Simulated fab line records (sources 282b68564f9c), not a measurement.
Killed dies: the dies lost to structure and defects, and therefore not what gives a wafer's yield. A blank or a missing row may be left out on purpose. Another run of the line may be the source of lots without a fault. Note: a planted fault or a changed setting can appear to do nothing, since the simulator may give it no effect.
Which tool is to blame? | flow ritCmos | route of 202 steps, sampled at 1 step: 14 lots, 42 wafers

== WHAT THE GAUGES SHOWED, per wafer ==
The record holds no reading of a measuring or inspecting step that can be judged against a usual standard deviation.

== TOOL THAT RAN EACH LOT (tool first, then ch and the chambers of the sampled wafers, then the start) ==
lot  | RIT_REOX_OXIDATION_03
L948 | furnace-02 ch 0, day 2 13:56
L949 | furnace-02 ch 0, day 2 20:23
L952 | furnace-02 ch 0, day 3 11:06
L953 | furnace-02 ch 0, day 3 19:33
L955 | furnace-03 ch 0, day 4 02:54
L956 | furnace-03 ch 0, day 4 10:08
L958 | furnace-03 ch 0, day 4 20:54
L959 | furnace-03 ch 0, day 5 02:36
L965 | furnace-02 ch 0, day 6 08:08
L967 | furnace-02, day 6 15:46
L968 | furnace-01, day 6 23:14
L969 | furnace-01 ch 0, day 7 01:56
L970 | furnace-02 ch 0, day 7 08:17
L971 | furnace-01 ch 0, day 7 13:43
- RIT_REOX_OXIDATION_03: target thk 25.2 nm, ox time 5580 s.

== WHAT THE TOOLS THEMSELVES READ (means of the sampled wafers that have a number; where no wafer has one, the mark that the record gives instead) ==
RIT_REOX_OXIDATION_03.
lot  | tool       | oxTempC (C) | oxTempCMax | spikeTcCentreC (C)
L948 | furnace-02 | 900.0       | 902.7      | 902.9
L949 | furnace-02 | 900.1       | 903.2      | 903.8
L952 | furnace-02 | 900.0       | 902.7      | 904.0
L953 | furnace-02 | 899.8       | 902.6      | 903.1
L955 | furnace-03 | 900.0       | 906.6      | 900.6
L956 | furnace-03 | 900.0       | 907.2      | 899.9
L958 | furnace-03 | 900.2       | 908.1      | 901.0
L959 | furnace-03 | 900.1       | 907.8      | 901.0
L965 | furnace-02 | 900.5       | 903.3      | 903.8
L967 | furnace-02 | -           | -          | -
L968 | furnace-01 | -           | -          | -
L969 | furnace-01 | 899.8       | 902.5      | 901.6
L970 | furnace-02 | 900.5       | 903.2      | 902.3
L971 | furnace-01 | 900.1       | 902.8      | 902.4

== THE ANSWER, worked out from the rows above alone ==
Rule: what is usual is taken from the lots themselves. The widest of any qualifying gaps counts: lots, ordered by their means at a reading, are off when they make up no more than a third of the lots, leave a main group of 4 or more, and stand apart from it by 3 or more times the standard deviation of that group's means. If all means in a main group match to the digits the tables above print for the reading, that group is not used. A lot without any number at a reading at which 4 lots or more have one is off too. Where the step has rows for the other lots, those lots are counted as sound. The gauges are gone through in route order, then the tools' own readings, and for those a lot's mean is taken as printed above. The first step at which some lot is off is used, and at that step the reading that is off furthest; a lot without a number counts as furthest.
Off: L967, L968, at RIT_REOX_OXIDATION_03 (oxTempC). Without a number there: L967, L968. The main group has a mean of 900.1 C with a standard deviation of 0.21.
A tool fits if, at that step or a process step before it, it ran every lot that is off, and no sound lot after the first of them. Not one of the candidates tried fits.

== WHAT HAD BEEN PUT IN BY THE SIMULATOR ==
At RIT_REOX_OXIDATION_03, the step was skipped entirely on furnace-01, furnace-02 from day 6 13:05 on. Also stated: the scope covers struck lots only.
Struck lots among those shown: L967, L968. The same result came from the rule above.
